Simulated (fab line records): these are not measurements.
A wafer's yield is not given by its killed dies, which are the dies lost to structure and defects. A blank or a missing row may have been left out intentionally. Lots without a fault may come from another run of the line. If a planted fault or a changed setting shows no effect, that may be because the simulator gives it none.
Matching of chambers	flow berkeley-cmos170	rie-diel-04 running UCB170_V2_ETCH_14: 4 sister chambers
The step etches SiO2 in CHF3/CF4/Ar, stops on Al, target depth 1250 nm, time 291 s. 4 wafers are shown with their chamber, then 7 later ones without.

EACH WAFER AND ITS CHAMBER
wafer	chamber	drypump-motor-current-A (A)
L919.6	0	5.9
L920.1	1	5.7
L920.2	3	6.4
L923.5	2	6.0

WAFERS WITHOUT THEIR CHAMBER
wafer	drypump-motor-current-A (A)
L923.6	5.6
L927.1	5.7
L927.2	6.4
L927.4	5.9
L935.1	5.9
L935.2	5.7
L935.5	5.7

WHICH CHAMBER EACH ONE RAN IN
wafer	from the rows above	in truth
L923.6	1	1
L927.1	1	1
L927.2	3	3
L927.4	0	0
L935.1	0	0
L935.2	1	1
L935.5	1	1
Correctly placed: 7 of 7. Left unplaced by these rows: 0. Placed wrongly: 0.
How it was worked out, from the rows above alone: a wafer's distance from a chamber is the root of the sum, over the readings, of the square of ((its reading less the chamber's mean) divided by the reading's scatter). If the next closest chamber is less than 2 further off than the closest, the wafer can't be placed; otherwise it belongs to the closest. A chamber's mean is the mean of its shown wafers. The scatter (one wafer shown for each chamber): square how far every hidden wafer sits from the nearest shown wafer, average those squares and take the square root.
